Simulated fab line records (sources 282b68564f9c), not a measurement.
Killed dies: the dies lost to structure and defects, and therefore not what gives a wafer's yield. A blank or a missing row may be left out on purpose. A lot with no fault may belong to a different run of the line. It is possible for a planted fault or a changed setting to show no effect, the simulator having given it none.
fab line records	flow ritCmos
record: lots: 5	wafers: 15	lastDay: 7
route steps=202 shown PRETRO@64 GATE@75 FOX2@80 REOX@98 NLDD@103 M1@202
lots that met no fault: taken from a fault-free run of the same line
startH: start of the lot's first displayed wafer, in hours after the record's first day	waitH: hours from the lot's prior step to this one	" repeats the value in the row above	L1.1+2: a row that stands for several wafers	- value missing, or start not given	* or withheld: withheld	< > ~ a bound
route shown NAME@n: names a module that has steps shown in the file, with the first one's number in the route	usual: mean/standard deviation of fault-free wafers	same: alike in all rows	chamber/n: place in a boat	sites: readings site by site	_std_site: the standard deviation of these	_edge_site: outer sites' mean less inner sites'	radiusMm: how far each site lies from the wafer's centre	mask NAME#n: copy n	behind: the most recent tool/chamber to have shaped the wafer	hold: cause of the lot's hold/its duration in hours/its outcome	device: the n, p or np transistor that did not switch	end of line: the tests these same wafers got at the end of their route	a step given without rows: its recipe and nothing more	killed: dies lost to structure and defects at the first sort, not the wafer's yield	map: dies across one wafer; x = killed, . = not, _ = none there
set.NAME: the setting that was run; set.NAME@STEP: the one run at that earlier step	model.NAME: the simulator's own value behind a step, which no gauge read
lots seen at some steps along the route; tables by step, rows by wafer
services: when a tool's chamber went out of use (startH, in hours from the record's first day, below 0 if earlier), for how many hours, and the reason
== steps ==
step: RIT_PRETRO_HMDS_00
recipe: primeTimeS: 60	primeTempC: 140
step: RIT_PRETRO_COAT_01
recipe: resist: NOVOLAK	spinRpm: 2000	resistThkNm: 1300
step: RIT_PRETRO_SOFTBAKE_02
recipe: resist: NOVOLAK	tempC: 90	timeS: 60
step: RIT_PRETRO_EXPOSE_03
recipe: maskId: M5	na: 0.57	targetCdNm: 43700	doseMj: 250
step: RIT_PRETRO_PEB_04
recipe: resist: NOVOLAK	tempC: withheld	timeS: withheld
step: RIT_PRETRO_DEVELOP_05
recipe: resist: NOVOLAK	developTimeS: 68	devTempC: 23
step: RIT_PRETRO_OVL_MEAS_06
usual: PRETRO_OVL: -0.2/1.3
lot.wafer	tool	chamber	startH	waitH	PRETRO_OVL[nm]
L421.2	overlay-02	-	30.78	-	-0.3
L421.5	"	-	"	"	-1.5
L421.6	"	-	"	"	2.1
L422.1	overlay-01	-	37.80	-	1.5
L422.3	"	-	"	"	1.2
L422.6	"	-	"	"	0.7
L429.1	overlay-01	-	73.11	-	1.0
L429.2	"	-	"	"	-0.5
L429.3	"	-	"	"	1.0
L435.2	overlay-02	-	101.60	-	-0.2
L435.3	"	-	"	"	-1.1
L435.5	"	-	"	"	2.2
L441.3	overlay-01	-	134.36	-	1.1
L441.4	"	-	"	"	1.8
L441.6	"	-	"	"	0.5
step: RIT_PRETRO_HARDBAKE_07
recipe: resist: NOVOLAK	tempC: 140	timeS: 120
step: RIT_PRETRO_IMPLANT_08
recipe: species: B	energyKev: 45	doseCm2: 1.174e+13	tiltDeg: 7
step: RIT_PRETRO_STRIP_09
recipe: chemistry: O2	timeS: 180	resist: NOVOLAK	platenTempC: withheld	powerW: 500	pressureMtorr: 4000	o2FlowSccm: 4000
usual: drypumpMotorCurrentA: 5.9/0.37
lot.wafer	tool	chamber	startH	waitH	drypumpMotorCurrentA	rfHoursCounterH
L421.2	plasmaAsher-04	1	31.21	0.1	6.4	38
L421.5	"	0	"	"	5.6	-
L421.6	"	1	"	"	6.4	-
L422.1	plasmaAsher-01	1	38.23	0.1	6.4	37
L422.3	"	1	"	"	6.4	-
L422.6	"	0	"	"	5.8	-
L429.1	plasmaAsher-04	0	73.55	0.1	5.6	43
L429.2	"	1	"	"	6.4	43
L429.3	"	1	"	"	6.4	-
L435.2	plasmaAsher-01	0	102.03	0.1	5.8	43
L435.3	"	0	"	"	5.8	-
L435.5	"	0	"	"	5.8	-
L441.3	plasmaAsher-01	0	134.85	0.1	5.8	-
L441.4	"	1	"	"	6.4	-
L441.6	"	0	"	"	5.8	-
step: RIT_PRETRO_TW_MEAS_10
usual: PRETRO_TW: 476/5.5
lot.wafer	tool	chamber	startH	waitH	PRETRO_TW
L421.2	filmMetro-02	-	31.41	0.1	480
L421.5	"	-	"	"	483
L421.6	"	-	"	"	482
L422.1	filmMetro-03	-	38.41	0.1	477
L422.3	"	-	"	"	477
L422.6	"	-	"	"	476
L429.1	filmMetro-03	-	73.72	0.1	475
L429.2	"	-	"	"	474
L429.3	"	-	"	"	473
L435.2	filmMetro-02	-	102.22	0.1	481
L435.3	"	-	"	"	478
L435.5	"	-	"	"	478
L441.3	filmMetro-03	-	134.98	0.1	474
L441.4	"	-	"	"	472
L441.6	"	-	"	"	474
step: RIT_GATE_WET_ETCH_00
recipe: chemistry: BOE	target: SiO2	targetDepthNm: 56	timeS: 60	dry: n2Spin	dilution: 10:1	tempC: 21.5
step: RIT_GATE_CLEAN_01
recipe: chemistry: SC1	mix: 3:3:50	timeS: 600	tempC: 75
lot.wafer	tool	chamber	startH	waitH
L421.2+5+6	wetBench-02	0	31.60	0.0
L422.1+3+6	wetBench-01	0	38.52	0.0
L429.1+2+3	wetBench-01	3	73.81	0.0
L435.2+3+5	wetBench-02	3	102.29	0.0
L441.3+4+6	wetBench-02	1	135.05	0.0
step: RIT_GATE_CLEAN_02
recipe: chemistry: dHF	dilution: 50:1	timeS: 30
step: RIT_GATE_CLEAN_03
recipe: chemistry: SC2	mix: 3:3:50	timeS: 600	tempC: 75	dry: n2Spin
step: RIT_GATE_CLEAN_04
recipe: chemistry: dHF	dilution: 50:1	timeS: 60	dry: n2Spin
step: RIT_FOX2_THK_MEAS_91
recipe: reads: SiO2_of_FOX2_OXIDATION_00
usual: FIELD_OXIDE_LEFT_2_THK: 257/5.8
lot.wafer	tool	chamber	startH	waitH	FIELD_OXIDE_LEFT_2_THK[nm]
L421.2	filmMetro-03	-	32.20	0.0	252
L421.5	"	-	"	"	258
L421.6	"	-	"	"	249
L422.1	filmMetro-02	-	38.94	0.0	271
L422.3	"	-	"	"	262
L422.6	"	-	"	"	266
L429.1	filmMetro-02	-	74.22	0.0	263
L429.2	"	-	"	"	269
L429.3	"	-	"	"	266
L435.2	filmMetro-02	-	102.74	0.0	256
L435.3	"	-	"	"	248
L435.5	"	-	"	"	251
L441.3	filmMetro-02	-	135.46	0.0	264
L441.4	"	-	"	"	261
L441.6	"	-	"	"	265
step: RIT_GATE_OXIDATION_05
recipe: tempC: 900	ambient: O2	targetThkA: 30	oxTimeS: 270
step: RIT_GATE_ANNEAL_06
recipe: tempC: 900	timeS: 600	ambient: N2O
step: RIT_GATE_THK_MEAS_07
recipe: reads: SiO2_of_GATE_OXIDATION_05
usual: GATE_OXIDE_THK: 3.03/0.071
lot.wafer	tool	chamber	startH	waitH	GATE_OXIDE_THK[nm]
L421.2	filmMetro-03	-	35.20	0.0	3.05
L421.5	"	-	"	"	3.07
L421.6	"	-	"	"	3.01
L422.1	filmMetro-02	-	41.67	0.0	3.10
L422.3	"	-	"	"	3.02
L422.6	"	-	"	"	3.02
L429.1	filmMetro-02	-	77.76	0.0	3.05
L429.2	"	-	"	"	3.18
L429.3	"	-	"	"	3.08
L435.2	filmMetro-03	-	109.49	0.0	3.08
L435.3	"	-	"	"	2.97
L435.5	"	-	"	"	2.95
L441.3	filmMetro-02	-	139.99	0.0	3.08
L441.4	"	-	"	"	3.11
L441.6	"	-	"	"	3.11
step: RIT_GATE_CVD_08
recipe: material: poly-Si	targetThkNm: 250	tempC: 610	precursor: SiH4	timeS: 2220	pressureMtorr: 300	sih4FlowSccm: 100
step: RIT_GATE_THK_MEAS_09
recipe: reads: poly-Si_of_GATE_CVD_08
usual: GATE_POLY_THK: 249.2/1.9
lot.wafer	tool	chamber	startH	waitH	GATE_POLY_THK[nm]
L421.2	filmMetro-02	-	36.88	0.0	250.5
L421.5	"	-	"	"	246.9
L421.6	"	-	"	"	249.3
L422.1	filmMetro-04	-	43.34	0.0	248.8
L422.3	"	-	"	"	246.5
L422.6	"	-	"	"	247.9
L429.1	filmMetro-03	-	79.44	0.0	251.3
L429.2	"	-	"	"	249.2
L429.3	"	-	"	"	249.1
L435.2	filmMetro-02	-	111.35	0.0	245.2
L435.3	"	-	"	"	247.8
L435.5	"	-	"	"	247.2
L441.3	filmMetro-02	-	141.67	0.0	247.3
L441.4	"	-	"	"	247.7
L441.6	"	-	"	"	249.0
step: RIT_GATE_HMDS_10
recipe: primeTimeS: 60	primeTempC: 140
step: RIT_GATE_COAT_11
recipe: resist: NOVOLAK	spinRpm: 4250	resistThkNm: 841
step: RIT_GATE_SOFTBAKE_12
recipe: resist: NOVOLAK	tempC: 90	timeS: 60
step: RIT_GATE_EXPOSE_13
recipe: maskId: M6	na: 0.6	sourceShape: conventional	sigmaOuter: 0.6	targetCdNm: 150	doseMj: 380
step: RIT_GATE_PEB_14
recipe: resist: NOVOLAK	tempC: withheld	timeS: withheld
step: RIT_GATE_DEVELOP_15
recipe: resist: NOVOLAK	developTimeS: 50	devTempC: 23
step: RIT_GATE_CD_MEAS_16
recipe: targetCdNm: 150
usual: cdNm: 150.1/2.4
lot.wafer	tool	chamber	startH	waitH	cdNm
L421.2	cdSem-02	-	37.92	-	150.5
L421.5	"	-	"	"	149.1
L421.6	"	-	"	"	149.0
L422.1	cdSem-01	-	44.56	-	152.2
L422.3	"	-	"	"	151.4
L422.6	"	-	"	"	150.5
L429.1	cdSem-02	-	80.35	-	149.1
L429.2	"	-	"	"	150.1
L429.3	"	-	"	"	149.2
L435.2	cdSem-02	-	112.39	-	155.6
L435.3	"	-	"	"	154.8
L435.5	"	-	"	"	152.9
L441.3	cdSem-02	-	142.60	-	151.1
L441.4	"	-	"	"	151.3
L441.6	"	-	"	"	149.5
step: RIT_GATE_OVL_MEAS_17
usual: GATE_OVL: 0.1/1.2
lot.wafer	tool	chamber	startH	waitH	GATE_OVL[nm]
L421.2	overlay-02	-	38.03	0.1	0.9
L421.5	"	-	"	"	0.3
L421.6	"	-	"	"	0.8
L422.1	overlay-01	-	44.68	0.1	-0.5
L422.3	"	-	"	"	1.1
L422.6	"	-	"	"	0.4
L429.1	overlay-01	-	80.47	0.1	-0.2
L429.2	"	-	"	"	1.0
L429.3	"	-	"	"	0.6
L435.2	overlay-01	-	112.50	0.1	2.5
L435.3	"	-	"	"	0.6
L435.5	"	-	"	"	1.9
L441.3	overlay-02	-	142.69	0.1	1.0
L441.4	"	-	"	"	-1.7
L441.6	"	-	"	"	-0.9
step: RIT_GATE_HARDBAKE_18
recipe: resist: NOVOLAK	tempC: 140	timeS: 60
step: RIT_GATE_ETCH_19
recipe: chemistry: SF6/CHF3/O2	timeS: 165	SF6_flow_sccm: 30	CHF3_flow_sccm: 30	O2_flow_sccm: 5	target: poly-Si	pressureMtorr: 40	rfW: 160	targetDepthA: 3125	overEtchFrac: 0.25	stopOn: SiO2
usual: drypumpMotorCurrentA: 5.67/0.26	oesProductAu: 0.849/0.015	rfFwdPowerW: 159.4/0.52	throttleValvePct: 10.27/0.23
lot.wafer	tool	chamber	startH	waitH	drypumpMotorCurrentA	oesProductAu	rfFwdPowerW	rfHoursCounterH	throttleValvePct
L421.2	rieSi-02	0	38.21	0.1	5.52	0.863	159.9	77	10.54
L421.5	"	3	"	"	5.50	0.846	159.3	-	10.56
L421.6	"	0	"	"	5.51	0.861	160.6	-	10.54
L422.1	rieSi-01	2	44.86	0.1	5.44	0.860	159.2	137	9.98
L422.3	"	0	"	"	5.79	0.837	159.0	2	10.13
L422.6	"	3	"	"	5.58	0.853	159.7	-	10.27
L429.1	rieSi-02	0	80.65	0.1	5.51	0.866	159.6	77	10.54
L429.2	"	3	"	"	5.53	0.850	159.7	45	10.55
L429.3	"	0	"	"	5.49	0.856	159.2	-	10.55
L435.2	rieSi-02	2	112.68	0.1	5.28	0.821	159.4	0	10.09
L435.3	"	0	"	"	5.51	0.860	160.3	78	10.53
L435.5	"	2	"	"	5.31	0.823	159.1	-	10.09
L441.3	rieSi-02	0	142.87	0.1	5.52	0.846	159.1	78	10.52
L441.4	"	1	"	"	6.02	0.816	159.3	3	10.02
L441.6	"	0	"	"	5.49	0.853	159.2	-	10.55
step: RIT_GATE_STRIP_20
recipe: chemistry: O2	timeS: 180	resist: NOVOLAK	platenTempC: withheld	powerW: 500	pressureMtorr: 4000	o2FlowSccm: 4000
usual: drypumpMotorCurrentA: 5.9/0.35
lot.wafer	tool	chamber	startH	waitH	drypumpMotorCurrentA	rfHoursCounterH
L421.2	plasmaAsher-03	0	38.32	0.1	6.4	41
L421.5	"	0	"	"	6.4	-
L421.6	"	1	"	"	5.7	-
L422.1	plasmaAsher-03	1	44.97	0.1	5.7	42
L422.3	"	1	"	"	5.7	-
L422.6	"	1	"	"	5.7	-
L429.1	plasmaAsher-02	1	80.82	0.1	5.5	31
L429.2	"	0	"	"	5.6	31
L429.3	"	0	"	"	5.6	-
L435.2	plasmaAsher-02	1	112.79	0.1	5.5	34
L435.3	"	0	"	"	5.6	-
L435.5	"	1	"	"	5.5	-
L441.3	plasmaAsher-02	1	143.03	0.1	5.5	-
L441.4	"	0	"	"	5.6	-
L441.6	"	1	"	"	5.5	-
step: RIT_GATE_CD_MEAS_90
recipe: targetCdNm: 150
usual: cdNm: 150.2/2.4
lot.wafer	tool	chamber	startH	waitH	cdNm
L421.2	cdSem-01	-	38.51	0.1	150.1
L421.5	"	-	"	"	149.5
L421.6	"	-	"	"	149.3
L422.1	cdSem-01	-	45.15	0.1	152.1
L422.3	"	-	"	"	151.8
L422.6	"	-	"	"	150.3
L429.1	cdSem-02	-	80.99	0.1	149.1
L429.2	"	-	"	"	149.9
L429.3	"	-	"	"	149.4
L435.2	cdSem-01	-	112.98	0.1	155.5
L435.3	"	-	"	"	154.5
L435.5	"	-	"	"	153.0
L441.3	cdSem-02	-	143.19	0.1	150.9
L441.4	"	-	"	"	151.8
L441.6	"	-	"	"	149.6
step: RIT_REOX_CLEAN_00
recipe: chemistry: SC1	mix: 3:3:50	timeS: 610	tempC: 75
step: RIT_REOX_CLEAN_01
recipe: chemistry: dHF	dilution: 50:1	timeS: 30
step: RIT_REOX_CLEAN_02
recipe: chemistry: SC2	mix: 3:3:50	timeS: 600	tempC: 75	dry: n2Spin
step: RIT_REOX_OXIDATION_03
recipe: tempC: 900	ambient: O2	targetThkA: 252	oxTimeS: 5580
step: RIT_REOX_THK_MEAS_04
recipe: reads: SiO2_of_REOX_OXIDATION_03
usual: REOX_OXIDE_THK: 25.3/0.44
lot.wafer	tool	chamber	startH	waitH	REOX_OXIDE_THK[nm]
L421.2	filmMetro-02	-	42.64	0.0	25.4
L421.5	"	-	"	"	25.2
L421.6	"	-	"	"	25.4
L422.1	filmMetro-02	-	48.66	0.0	25.0
L422.3	"	-	"	"	24.7
L422.6	"	-	"	"	24.6
L429.1	filmMetro-04	-	84.06	0.0	25.2
L429.2	"	-	"	"	25.1
L429.3	"	-	"	"	25.2
L435.2	filmMetro-04	-	116.01	0.0	25.7
L435.3	"	-	"	"	26.1
L435.5	"	-	"	"	26.1
L441.3	filmMetro-02	-	146.21	0.0	25.1
L441.4	"	-	"	"	25.5
L441.6	"	-	"	"	25.5
step: RIT_NLDD_HMDS_00
recipe: primeTimeS: 60	primeTempC: 140
step: RIT_NLDD_COAT_01
recipe: resist: NOVOLAK	spinRpm: 3250	resistThkNm: 1000
step: RIT_NLDD_SOFTBAKE_02
recipe: resist: NOVOLAK	tempC: 90	timeS: 60
step: RIT_M1_PROBE_99
usual: killed_at_M0_to_M3: 0.0/0.12	killedAtFrontEnd: 6.3/2.9	killedDies: 6.4/2.8	killedOnRim: 1.7/1.4	killedOpen: 3.3/2	killedShort: 3.1/2
same: grossDies: 264	killed_at_M4_up: 0	killedAtBackSide: 0	killedAtContacts: 0	killedAtOther: 0
lot.wafer	tool	chamber	startH	waitH	killed_at_M0_to_M3	killedAtFrontEnd	killedDies	killedOnRim	killedOpen	killedShort
L421.2	prober-01	-	59.31	0.1	0	5	5	2	0	5
L421.5	prober-01	-	59.46	0.2	0	4	4	1	2	2
L421.6	prober-01	-	59.51	0.2	0	10	10	3	5	5
L422.1	prober-01	-	65.16	0.1	1	5	6	0	2	4
L422.3	prober-01	-	65.26	0.2	0	8	8	5	5	3
L422.6	prober-01	-	65.41	0.2	0	11	11	2	5	6
L429.1	prober-01	-	101.65	0.1	0	26	26	10	3	6
L429.2	prober-01	-	101.70	0.1	0	18	18	7	3	3
L429.3	prober-01	-	101.75	0.2	0	26	26	10	1	7
L435.2	prober-02	-	132.81	0.1	0	7	7	2	5	2
L435.3	prober-02	-	132.86	0.2	0	1	1	0	1	0
L435.5	prober-02	-	132.96	0.2	0	12	12	2	8	4
L441.3	prober-02	-	163.15	0.2	0	4	4	1	2	2
L441.4	prober-02	-	163.20	0.2	0	5	5	0	3	2
L441.6	prober-02	-	163.30	0.2	0	4	4	2	4	0
killed by level:class
L421.2 REOX:geometricParticle:short=3 GATE:geometricParticle:short=1 SPACER:geometricParticle:short=1
L421.5 GATE:geometricParticle:short=2 FOX1:geometricParticle:open=1 FOX2:geometricParticle:open=1
L421.6 GATE:geometricParticle:open=3 FOX2:geometricParticle:short=2 SPACER:geometricParticle:open=2 FOX1:geometricParticle:short=1 GATE:geometricParticle:short=1 SILICIDE:geometricParticle:short=1
L422.1 FOX1:geometricParticle:open=1 GATE:geometricParticle:short=1 GATE:geometricParticle:open=1 REOX:geometricParticle:short=1 SPACER:geometricParticle:short=1 M1:geometricParticle:short=1
L422.3 GATE:geometricParticle:open=3 GATE:geometricParticle:short=2 REOX:geometricParticle:open=1 REOX:geometricParticle:short=1 SILICIDE:geometricParticle:open=1
L422.6 GATE:geometricParticle:open=4 FOX1:geometricParticle:short=2 SPACER:geometricParticle:short=2 GATE:geometricParticle:short=1 REOX:geometricParticle:open=1 REOX:geometricParticle:short=1
L429.1 GATE:unspecified=17 SPACER:geometricParticle:short=3 FOX1:geometricParticle:short=2 GATE:geometricParticle:open=2 FOX1:geometricParticle:open=1 GATE:geometricParticle:short=1
L429.2 GATE:unspecified=12 GATE:geometricParticle:short=2 GATE:geometricParticle:open=2 SPACER:geometricParticle:short=1 SPACER:geometricParticle:open=1
L429.3 GATE:unspecified=18 SPACER:geometricParticle:short=3 GATE:geometricParticle:short=2 FOX2:geometricParticle:short=1 SILICIDE:geometricParticle:short=1 SILICIDE:geometricParticle:open=1
L435.2 GATE:geometricParticle:open=3 FOX1:geometricParticle:open=1 FOX1:geometricParticle:short=1 FOX2:geometricParticle:short=1 SILICIDE:geometricParticle:open=1
L435.3 FOX1:geometricParticle:open=1
L435.5 GATE:geometricParticle:short=3 GATE:geometricParticle:open=3 FOX2:geometricParticle:open=2 FOX1:geometricParticle:open=1 FOX1:geometricParticle:short=1 REOX:geometricParticle:open=1 SILICIDE:geometricParticle:open=1
L441.3 FOX1:geometricParticle:short=1 FOX2:geometricParticle:short=1 REOX:geometricParticle:open=1 SILICIDE:geometricParticle:open=1
L441.4 GATE:geometricParticle:open=2 GATE:geometricParticle:short=2 REOX:geometricParticle:open=1
L441.6 FOX1:geometricParticle:open=1 FOX2:geometricParticle:open=1 GATE:geometricParticle:open=1 SPACER:geometricParticle:open=1
map L429.1 (x killed, . not)
________......._______
_____.....x.......____
____...............___
___.................__
__..................._
__..................._
_..x..............x...
_.....................
_.....................
_x....................
__...........x......._
__..x...........x...._
___...x..........x..__
____.....x.xx......___
_____...xxxxxxxx..____
________.xxxxxx_______
map L422.6 (x killed, . not)
________......._______
_____....x...x....____
____.............x.___
___....x..x.........__
__..................._
__.........x........._
_x....................
_.............x.......
_.....................
_..................x..
__.........x........._
__............x......_
___.................__
____...............___
_____.............____
________......._______
== services ==
tool	chamber	startH	hours	kind
plasmaAsher-03	-	12.73	2.0	repair
plasmaAsher-04	-	21.20	1.4	repair
rieSi-02	-	27.94	2.8	pm
plasmaAsher-03	-	32.03	0.3	repair
rieSi-02	-	49.94	15.6	pm
plasmaAsher-03	-	59.40	2.3	repair
rieSi-02	2	69.10	-	clean
rieSi-02	2	69.10	16.5	scheduledDown
rieSi-02	2	69.10	16.5	ventCycle
rieSi-02	1	72.02	9.0	repair
plasmaAsher-04	-	108.75	9.0	pm
plasmaAsher-04	0	108.75	9.0	ventCycle
plasmaAsher-04	1	108.75	9.0	ventCycle
plasmaAsher-04	0	117.75	-	clean
plasmaAsher-04	1	117.75	-	clean
rieSi-01	1	139.11	3.5	repair
== key ==
firstSign: step: RIT_M1_PROBE_99	reading: killedDies	direction: up	sigmas: 6	usual: 6.4	struck: 23.3
effect: step: RIT_M1_PROBE_99	reading: killedAtFrontEnd	direction: up	sigmas: 6	usual: 6.3	struck: 23.3
metAt RIT_GATE_CLEAN_01
struckWafers L429.1,L429.2,L429.3
testerLeftOut L429
alsoFits RIT_PRETRO_STRIP_09:plasmaAsher-04
fault: kind: chamberParticleSource	tool: wetBench-01	chamber: 3	onsetH: 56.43	steps: RIT_GATE_CLEAN_01	ratePerVisitCm2: 0.5194	endH: 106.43
testerLeftOut: of these lots the tester's yield and bins aren't shown, on N5 and GAA mostly nor the transistor test; their killed dies are dies lost to structure and defects alone, not to doping, threshold or leakage, so they don't give the yield
